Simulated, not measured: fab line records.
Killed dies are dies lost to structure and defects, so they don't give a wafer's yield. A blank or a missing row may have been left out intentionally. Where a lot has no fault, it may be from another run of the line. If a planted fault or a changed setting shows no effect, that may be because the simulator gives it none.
Comparing a struck lot with a sound one | flow rit cmos | 15 steps out of a route of 202
Sound: wafers L652.2, L652.4, L652.5. Struck: wafer L650.5 (L650.2, L650.4, from the same lot, were not struck and are left out); the cause is given at the end.
For every step that has rows: the tool of each side, followed by ch and its chambers, followed by its first start. Under that, the readings that differ: sound wafers | struck wafers | difference of the means | sigmas: that difference in standard deviations of wafers without a fault.
alike: a reading whose means differ by less than 2 such deviations, as well as words and numbers matching on both sides. not compared: withheld readings; readings where some wafer has no value; bounds like >300 that might hide an equal value; numbers whose values overlap and for which the record gives no deviation.
Wherever a step has rows on one side only, a row that says differs or no value, or a row with sigmas, the two part there. When numbers do not overlap yet have no deviation, they are printed without sigmas and do not part them. A reading missing from all wafers of one side parts the sides only when that side holds two or more wafers.

first, 1 step without rows for these wafers: RIT_NWELL_IMPLANT_08.
RIT_NWELL_STRIP_09: strips in O2, time 180 s.
  sound on plasma asher-03 ch 0,1, day 5 20:31; struck on plasma asher-04 ch 1, day 5 06:18
  reading                     | sound       | struck | difference | sigmas
  drypump motor current A (A) | 5.4 5.9 5.5 | 6.7    | +1.1       | +3
  alike: o2 flow sccm
  not compared: rf hours counter h
RIT_NWELL_TW_MEAS_10:
  struck on film metro-04, day 5 06:29; sound on film metro-01, day 5 20:42
  reading  | sound          | struck | difference | sigmas
  NWELL_TW | 2181 2187 2186 | 2121   | -64        | -3
then, 6 steps without rows for these wafers: RIT_PWELL_HMDS_00 (prime time 60 s); RIT_PWELL_COAT_01 (resist thk 1300 nm); RIT_PWELL_SOFTBAKE_02 (time 60 s); RIT_PWELL_EXPOSE_03 (exposes mask M3, target cd 43700 nm); RIT_PWELL_PEB_04; RIT_PWELL_DEVELOP_05 (develop time 68 s).
RIT_PWELL_OVL_MEAS_06:
  struck on overlay-01, day 5 07:35; sound on overlay-01, day 5 21:38
  alike: PWELL_OVL
then, 2 steps without rows for these wafers: RIT_PWELL_HARDBAKE_07 (time 120 s); RIT_PWELL_IMPLANT_08.
RIT_PWELL_STRIP_09: strips in O2, time 180 s.
  sound on plasma asher-02 ch 1, day 5 22:04; struck on plasma asher-03 ch 1, day 5 08:01
  reading             | sound          | struck | difference | sigmas
  o2 flow sccm (sccm) | 3997 4006 4003 | 4811   | +809       | +67
  alike: drypump motor current A
  not compared: rf hours counter h
RIT_PWELL_TW_MEAS_10:
  struck on film metro-01, day 5 08:12; sound on film metro-04, day 5 22:15
  alike: PWELL_TW
following that, these wafers have no rows for 1 step: RIT_M1_PROBE_99.

== WHERE THEY PART ==
First at RIT_NWELL_STRIP_09; last, within this record, at RIT_PWELL_STRIP_09. Later steps at which nothing parts them and some readings are alike: RIT_PWELL_TW_MEAS_10.

WHY: what had been put in by the simulator
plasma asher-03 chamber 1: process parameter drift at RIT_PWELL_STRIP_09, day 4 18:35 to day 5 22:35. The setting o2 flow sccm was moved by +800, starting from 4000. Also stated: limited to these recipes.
